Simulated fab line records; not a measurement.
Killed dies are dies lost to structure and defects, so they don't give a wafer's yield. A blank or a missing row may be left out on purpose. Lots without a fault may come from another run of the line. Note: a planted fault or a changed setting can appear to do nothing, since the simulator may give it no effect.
A lot that was struck, set against a sound lot    flow berkeley cmos170    32 steps out of a route of 331
Sound: wafers L720.2, L720.5, L720.6. Struck: wafer L727.3. (L727.2, L727.6 of the same lot were not struck and are left out.) The cause comes at the end.
At each step with rows: each side's tool, then ch and its chambers, then its first start. Under that, the readings that differ: sound wafers    struck wafers    difference of the means    sigmas: that difference in standard deviations of wafers without a fault.
alike: readings whose means differ by less than 2 such deviations, and words and numbers that are the same on both sides. not compared: withheld readings, readings that some wafer has no value for, bounds like >300 that may hide the same value, and numbers for which the record gives no deviation and whose values overlap.
The two part at a step that has a row with sigmas, a row that says differs or no value, or rows on one side only. When numbers do not overlap yet have no deviation, they are printed without sigmas and do not part them. A reading missing from all wafers of one side parts the sides only when that side holds two or more wafers.

first, 6 steps without rows for these wafers: UCB170_V2_HMDS_06 (prime time 60 s); UCB170_V2_COAT_07 (resist thk 900 nm); UCB170_V2_SOFTBAKE_08 (time 60 s); UCB170_V2_EXPOSE_09 (exposes mask VIA2, target cd 700 nm); UCB170_V2_PEB_10; UCB170_V2_DEVELOP_11 (develop time 45 s).
UCB170_V2_CD_MEAS_12: target cd 700 nm.
  sound: cd sem-02 at day 10 17:16; struck: cd sem-02 at day 11 06:47
  alike: cd nm
UCB170_V2_OVL_MEAS_13:
  sound: overlay-02 at day 10 17:23; struck: overlay-02 at day 11 06:53
  alike: V2_OVL
UCB170_V2_ETCH_14: etches SiO2 in CHF3/CF4/Ar, stops on Al, target depth 1250 nm, time 291 s.
  sound on rie diel-03 ch 0,3, day 10 17:25; struck on rie diel-03 ch 0, day 11 06:55
  alike: drypump motor current A, mfc ar sccm, oes product au, throttle valve pct
  not compared: rf hours counter h
UCB170_V2_STRIP_15: strips in O2.
  sound on plasma asher-04 ch 0,1, day 10 17:35; struck on plasma asher-04 ch 1, day 11 07:06
reading                sound              struck  difference  sigmas
oes product au (a.u.)  0.721 0.726 0.726  0.715   -0.009      -2
  alike: drypump motor current A, strip time to endpoint s
  not compared: rf hours counter h
UCB170_V2_CD_MEAS_90: target cd 700 nm.
  sound: cd sem-01 at day 10 17:43; struck: cd sem-01 at day 11 07:13
  alike: cd nm
then, 1 step without rows for these wafers: UCB170_M3_PRE_CLEAN_00 (preclean etch time 60 s).
UCB170_M3_SPUTTER_01: material Al, target thk 900 nm, time 120 s.
  sound: pvd sputter-04 at day 10 17:52; struck: pvd sputter-04 at day 11 07:23
reading                                sound              struck  difference  sigmas
model.Al_of_M3_SPUTTER_01.thk nm (nm)  903.6 902.9 913.3  1307    +400        
  alike: throttle valve pct
UCB170_M3_RS_MEAS_02: the measuring method here is four-point-probe.
  sound: film metro-01 at day 10 17:59; struck: film metro-02 at day 11 07:29
reading            sound                    struck   difference  sigmas
M3_AL_RS (ohm/sq)  0.03204 0.03203 0.03162  0.02206  -0.00984    -33
UCB170_M3_THK_MEAS_03: measures by xrf.
  sound: film metro-01 at day 10 18:05; struck: film metro-02 at day 11 07:36
reading         sound        struck  difference  sigmas
M3_AL_THK (nm)  901 896 905  1312    +411        +37
then, 3 steps without rows for these wafers: UCB170_M3_HMDS_04 (prime time 60 s); UCB170_M3_COAT_05 (resist thk 900 nm); UCB170_M3_SOFTBAKE_06 (time 57.98 s).
UCB170_M3_STRIP_07: strips in O2.
  sound on plasma asher-03 ch 0,1, day 10 19:39; struck on plasma asher-03 ch 1, day 11 08:09
reading                sound              struck  difference  sigmas
oes product au (a.u.)  0.733 0.732 0.729  0.741   +0.010      +2
  alike: drypump motor current A, strip time to endpoint s
  not compared: rf hours counter h
then, 7 steps without rows for these wafers: UCB170_M3_STRIP_08 (strips KrF in DMSO, time 600 s); UCB170_M3_COAT_09; UCB170_M3_COAT_10 (resist thk 900 nm); UCB170_M3_SOFTBAKE_11 (time 60 s); UCB170_M3_EXPOSE_12 (exposes mask METAL3, target cd 700 nm); UCB170_M3_PEB_13; UCB170_M3_DEVELOP_14 (develop time 45 s).
UCB170_M3_CD_MEAS_15: target cd 700 nm.
  sound: cd sem-01 at day 10 21:08; struck: cd sem-01 at day 11 10:09
  alike: cd nm
UCB170_M3_OVL_MEAS_16:
  sound: overlay-01 at day 10 21:15; struck: overlay-02 at day 11 10:15
  alike: M3_OVL
UCB170_M3_ETCH_17: etches BARC in N2/H2.
  sound on rie diel-03 ch 0,2,3, day 10 21:17; struck on rie diel-04 ch 1, day 11 10:17
  alike: drypump motor current A, oes product au, throttle valve pct
UCB170_M3_METAL_ETCH_18: etches Al in Cl2/BCl3, stops on SiO2, target depth 1170 nm, time 195 s.
  sound on rie metal-01 ch 0,1, day 10 21:19; struck on rie metal-04 ch 0, day 11 10:19
reading                sound              struck  difference  sigmas
oes product au (a.u.)  0.839 0.849 0.848  0.983   +0.138      +9
  alike: drypump motor current A, throttle valve pct
  not compared: rf hours counter h
UCB170_M3_STRIP_19: strips in O2.
  sound on plasma asher-02 ch 0,1, day 10 21:31; struck on plasma asher-03 ch 0, day 11 10:31
reading                sound              struck  difference  sigmas
oes product au (a.u.)  0.542 0.535 0.539  0.570   +0.031      +2
  alike: drypump motor current A
  not compared: rf hours counter h
UCB170_M3_PROBE_99:
  sound: prober-01 at day 10 21:54; struck: prober-01 at day 11 10:57
reading                            sound  struck  difference  sigmas
model.etest.antenna m2.short       0 0 0  1       +1          
model.etest.antenna m3.short       0 0 0  1       +1          
model.etest.antenna m3.over limit  0 0 0  1       +1          
model.etest.antenna m2.over limit  0 0 0  1       +1          

## WHERE THEY PART
First at UCB170_V2_STRIP_15; last, within this record, at UCB170_M3_STRIP_19.

WHY: whatever the simulator had introduced
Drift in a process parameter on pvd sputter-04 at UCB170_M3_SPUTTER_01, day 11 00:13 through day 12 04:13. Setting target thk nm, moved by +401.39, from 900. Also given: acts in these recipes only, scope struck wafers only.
